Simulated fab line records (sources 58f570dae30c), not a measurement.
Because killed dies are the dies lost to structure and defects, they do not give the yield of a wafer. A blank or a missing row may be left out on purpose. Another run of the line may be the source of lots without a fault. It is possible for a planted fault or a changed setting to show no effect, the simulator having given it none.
Problem report, 8D (eight disciplines) form, completed by code / flow berkeleyCmos170 / the parts of the form that need people (team, actions taken, sign-off) are left out

## 1. WHAT IS WRONG
Mean FIELD_OXIDE_THK at UCB170_FIELD_THK_MEAS_02: 461 nm over 6 wafers in 2 lots; fault-free wafers: 554 nm, standard deviation 12. That is -7.8 standard deviations from the usual mean.
First observed at day 8 10:38: wafer L375.1, on filmMetro-03. Wafers with a number at this step in the record: 42, from 14 lots. By rule, "out" or "out of limits" means more than 4 standard deviations away from the usual mean. The other wafers with a number count as sound.

## 2. WHAT THIS IS AND IS NOT
question=which readings at this step | is=FIELD_OXIDE_THK | is not=-
question=which lots | is=L374, L375 | is not=L357, L358, L361, L363, L364, L365, L367, L368, L373, L377, L378, L379
question=which wafers of those lots | is=all that have a number | is not=-
question=read on which gauges | is=filmMetro-01, filmMetro-03 | is not=filmMetro-04
question=when | is=from day 8 10:38 | is not=up to then (27 sound wafers); but 9 sound wafers of L377, L378, L379 came after

## 3. SUSPECTS, AND WHAT RULES EACH OUT
Counting: any tool at a process step up to the reading is kept as a suspect provided that every lot that is out went through it and no sound lot did after the first of them.
- the gauge at UCB170_FIELD_THK_MEAS_02: ruled out. 2 gauges (filmMetro-01, filmMetro-03) read the wafers that are out.
- furnace-01 at UCB170_FIELD_OXIDATION_01 (target thk 558.3 nm, ox time 7200 s): kept. It processed each lot that is out, first L374 at day 8 07:38, and no sound lot thereafter; up to then, the last sound lot it processed was L373 at day 8 00:42. Its own spikeTcCentreC, spikeTcLoadC, spikeTcSourceC, tubeCenterTempC, tube_center_temp_C_max readings are out on those wafers.
After counting, what remains is furnace-01 at UCB170_FIELD_OXIDATION_01.

## 4. THE CAUSE (what the simulator had put in)
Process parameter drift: furnace-01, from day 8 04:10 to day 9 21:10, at UCB170_FIELD_OXIDATION_01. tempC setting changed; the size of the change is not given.
The count eliminated every tool but this one.

## 5. THE EFFECT CHAIN, in route order
Each row: a reading where the mean over the struck wafers with a number is more than 3 standard deviations away from the usual. Only readings for which the record gives a usual standard deviation are gone through. hours: the time from each lot's start at the first step in this table that gives one to its start at this step, as a median over the lots. sigmas: the change in usual standard deviations.
hours=0; step=UCB170_FIELD_OXIDATION_01; reading=spikeTcCentreC; usual=1002.2 C; on struck wafers=975.8; change=-26.5; sigmas=-24
hours=0; step=UCB170_FIELD_OXIDATION_01; reading=spikeTcLoadC; usual=1027.8 C; on struck wafers=1003.6; change=-24.2; sigmas=-20
hours=0; step=UCB170_FIELD_OXIDATION_01; reading=spikeTcSourceC; usual=1026.4 C; on struck wafers=997.5; change=-28.9; sigmas=-10
hours=0; step=UCB170_FIELD_OXIDATION_01; reading=tubeCenterTempC; usual=1000 C; on struck wafers=975; change=-25; sigmas=-99 or more
hours=0; step=UCB170_FIELD_OXIDATION_01; reading=tube_center_temp_C_max; usual=1002.5; on struck wafers=977.4; change=-25.1; sigmas=-63
hours=0; step=UCB170_FIELD_OXIDATION_01; reading=zonePowerSourcePct; usual=33.8 %; on struck wafers=31.2; change=-2.6; sigmas=-3.2
hours=3; step=UCB170_FIELD_THK_MEAS_02; reading=FIELD_OXIDE_THK; usual=554 nm; on struck wafers=461; change=-93; sigmas=-7.8
hours=11; step=UCB170_FIELD_THK_MEAS_90; reading=FIELD_OXIDE_LEFT_1_THK; usual=437 nm; on struck wafers=344; change=-93; sigmas=-7.8
hours=27; step=UCB170_FIELD_THK_MEAS_91; reading=FIELD_OXIDE_LEFT_2_THK; usual=349 nm; on struck wafers=255; change=-94; sigmas=-7.8
Here are the process steps it includes:
- UCB170_FIELD_OXIDATION_01: target thk 558.3 nm, ox time 7200 s.

## 6. HOW IT WOULD HAVE BEEN CAUGHT EARLIER
6 hours passed between the start of the fault at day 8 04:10 and the first reading out of limits at a measuring or inspecting step in this record, taken at day 8 10:38.
The tool's own readings at UCB170_FIELD_OXIDATION_01 were out on every struck wafer that the step has a row for (spikeTcCentreC, spikeTcLoadC, spikeTcSourceC, tubeCenterTempC, tube_center_temp_C_max): an alarm limit on them would have fired on the first of those.
Each of the lots that are out, 2 in all, had begun UCB170_FIELD_OXIDATION_01 on furnace-01 no later than day 8 10:38. None of them would have been spared by holding the tool at that moment.
